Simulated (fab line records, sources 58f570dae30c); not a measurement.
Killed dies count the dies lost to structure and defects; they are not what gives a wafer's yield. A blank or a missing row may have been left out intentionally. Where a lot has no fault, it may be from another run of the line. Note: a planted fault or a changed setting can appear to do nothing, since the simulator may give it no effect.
Which tool did it?    flow berkeley-cmos170    Sampling: 14 lots, 42 wafers, 4 of 331 route steps

WHAT EACH GAUGE READ, for each wafer
UCB170_V1_THK_MEAS_01. Usual: V1_TEOS_THK typically reads 1992 nm, with standard deviation 23.
lot   measured      on             V1_TEOS_THK (nm)  flag
L973  day 8 14:28   film-metro-02  1970 1955 1992    
L974  day 8 17:08   film-metro-03  2000 1980 2005    
L975  day 8 20:03   film-metro-02  1968 2016 2015    
L976  day 8 21:22   film-metro-02  1979 1985 1971    
L980  day 9 19:31   film-metro-02  1981 2026 1999    
L977  day 9 20:47   film-metro-04  1966 1998 1991    
L979  day 9 20:49   film-metro-03  2014 1984 1999    
L982  day 10 15:35  film-metro-02  3945 4049 4016    OFF
L985  day 11 10:21  film-metro-03  3903 3974 3946    OFF
L990  day 12 23:35  film-metro-03  1997 1972 2009    
L993  day 12 23:35  film-metro-04  1984 2015 2015    
L994  day 12 23:44  film-metro-03  1987 1964 2006    
L996  day 13 08:52  film-metro-03  1984 1986 2015    
L995  day 13 12:43  film-metro-02  1947 1965 1999    

TOOL THAT RAN EACH LOT (tool first, then ch and the chambers of the sampled wafers, then the start)
lot   UCB170_SDANNEAL_RTA_01            UCB170_CONTACT_ETCH_17              UCB170_V1_CVD_00
L973  rtp-anneal-01 ch 0, day 8 04:47   rie-diel-03 ch 0,2,3, day 8 09:46   pecvd-02 ch 0,1,2, day 8 14:19
L974  rtp-anneal-01 ch 0, day 8 05:14   rie-diel-04 ch 0,1,3, day 8 11:55   pecvd-02 ch 0,1, day 8 16:58
L975  rtp-anneal-02 ch 0, day 8 10:45   rie-diel-04 ch 0,1,2, day 8 16:07   pecvd-02 ch 0,1, day 8 19:53
L976  rtp-anneal-01 ch 0, day 8 11:11   rie-diel-03 ch 2,3, day 8 16:45     pecvd-03 ch 0,1,2, day 8 21:13
L980  rtp-anneal-01 ch 0, day 9 07:44   rie-diel-02 ch 1,2,3, day 9 15:40   pecvd-02 ch 0,2, day 9 19:17
L977  rtp-anneal-02 ch 0, day 9 08:14   rie-diel-04 ch 0,2,3, day 9 15:49   pecvd-03 ch 1,2, day 9 20:37
L979  rtp-anneal-01 ch 0, day 9 08:20   rie-diel-03 ch 1,2,3, day 9 16:04   pecvd-04 ch 0,1,2, day 9 20:42
L982  rtp-anneal-02 ch 0, day 10 04:26  rie-diel-04 ch 0,1,2, day 10 10:01  pecvd-02 ch 1,2, day 10 15:05
L985  rtp-anneal-02 ch 0, day 10 22:59  rie-diel-02 ch 0,2,3, day 11 04:58  pecvd-03 ch 1,2, day 11 09:51
L990  rtp-anneal-02 ch 0, day 12 11:05  rie-diel-03 ch 0,2,3, day 12 18:16  pecvd-02 ch 0,1,2, day 12 23:26
L993  rtp-anneal-01 ch 0, day 12 11:38  rie-diel-02 ch 0,3, day 12 18:38    pecvd-04 ch 0,1,2, day 12 23:26
L994  rtp-anneal-02 ch 0, day 12 12:16  rie-diel-02 ch 1,3, day 12 18:59    pecvd-02 ch 0,2, day 12 23:35
L996  rtp-anneal-01 ch 0, day 12 22:24  rie-diel-02 ch 0,1,3, day 13 03:11  pecvd-03 ch 0,2, day 13 08:43
L995  rtp-anneal-02 ch 0, day 12 22:58  rie-diel-03 ch 1,3, day 13 06:41    pecvd-04 ch 1,2, day 13 12:26
- UCB170_SDANNEAL_RTA_01: time 5 s.
- UCB170_CONTACT_ETCH_17: etches BARC in N2/H2.
- UCB170_V1_CVD_00: deposits SiO2 from TEOS/O2, target thk 2000 nm, time 250 s.

AS READ BY THE TOOLS THEMSELVES (means over the sampled wafers that have a number; for cases with no such wafer, the mark the record gives instead)
UCB170_SDANNEAL_RTA_01. Usual: lamp-power-pct 35.7 %, standard deviation 1.9; wafer_temp_C_max 1053.6, standard deviation 1.1.
lot   tool           lamp-power-pct (%)  wafer_temp_C_max  flag
L973  rtp-anneal-01  37.7                1054.9            
L974  rtp-anneal-01  37.7                1055.1            
L975  rtp-anneal-02  34.0                1053.2            
L976  rtp-anneal-01  37.7                1053.7            
L980  rtp-anneal-01  37.7                1055.0            
L977  rtp-anneal-02  34.0                1053.0            
L979  rtp-anneal-01  37.7                1054.4            
L982  rtp-anneal-02  34.0                1052.6            
L985  rtp-anneal-02  33.9                1053.2            
L990  rtp-anneal-02  34.0                1052.8            
L993  rtp-anneal-01  37.7                1054.0            
L994  rtp-anneal-02  33.9                1052.5            
L996  rtp-anneal-01  37.7                1054.0            
L995  rtp-anneal-02  33.9                1052.4            

UCB170_CONTACT_ETCH_17. Usual: drypump-motor-current-A 5.9 A, standard deviation 0.47; oes-product-au 0.996 a.u., standard deviation 0.016; throttle-valve-pct 13.30 %, standard deviation 0.18.
lot   tool         drypump-motor-current-A (A)  oes-product-au (a.u.)  throttle-valve-pct (%)  flag
L973  rie-diel-03  5.6                          0.991                  13.32                   
L974  rie-diel-04  5.4                          0.993                  13.47                   
L975  rie-diel-04  5.7                          0.996                  13.41                   
L976  rie-diel-03  6.0                          0.984                  13.26                   
L980  rie-diel-02  6.2                          0.997                  13.18                   
L977  rie-diel-04  5.7                          0.995                  13.42                   
L979  rie-diel-03  5.8                          0.993                  13.23                   
L982  rie-diel-04  5.8                          0.999                  13.41                   
L985  rie-diel-02  6.3                          0.998                  13.19                   
L990  rie-diel-03  5.6                          0.989                  13.33                   
L993  rie-diel-02  6.4                          1.003                  13.37                   
L994  rie-diel-02  6.3                          1.007                  13.26                   
L996  rie-diel-02  6.3                          1.012                  13.28                   
L995  rie-diel-03  5.6                          1.007                  13.21                   

UCB170_V1_CVD_00. Usual: heater-power-w reads 244 W (standard deviation 51).
lot   tool      heater-power-w (W)  flag
L973  pecvd-02  294                 
L974  pecvd-02  260                 
L975  pecvd-02  241                 
L976  pecvd-03  193                 
L980  pecvd-02  200                 
L977  pecvd-03  217                 
L979  pecvd-04  240                 
L982  pecvd-02  272                 
L985  pecvd-03  198                 
L990  pecvd-02  262                 
L993  pecvd-04  220                 
L994  pecvd-02  254                 
L996  pecvd-03  205                 
L995  pecvd-04  277                 

THE ANSWER, worked out from the rows above alone
Rule: a lot counts as off when the mean over its wafers that have a number is more than 3 standard deviations away from the usual mean. A lot without any number at a reading at which 4 lots or more have one is off too. The other lots that the step has rows for count as sound. The gauges are gone through in route order, then the tools' own readings, and for those a lot's mean is taken as printed above. At the first step where some lot is off, the reading lying furthest off is the one used; lots without a number count as furthest.
Off: L982, L985, at UCB170_V1_THK_MEAS_01 (V1_TEOS_THK).
A tool fits if, at a process step before that reading, it ran every lot that is off, and no sound lot after the first of them. Those tools and the gauges at UCB170_V1_THK_MEAS_01 are tried in the same way. Of those tried, none fits.

WHAT WAS PUT IN BY THE SIMULATOR
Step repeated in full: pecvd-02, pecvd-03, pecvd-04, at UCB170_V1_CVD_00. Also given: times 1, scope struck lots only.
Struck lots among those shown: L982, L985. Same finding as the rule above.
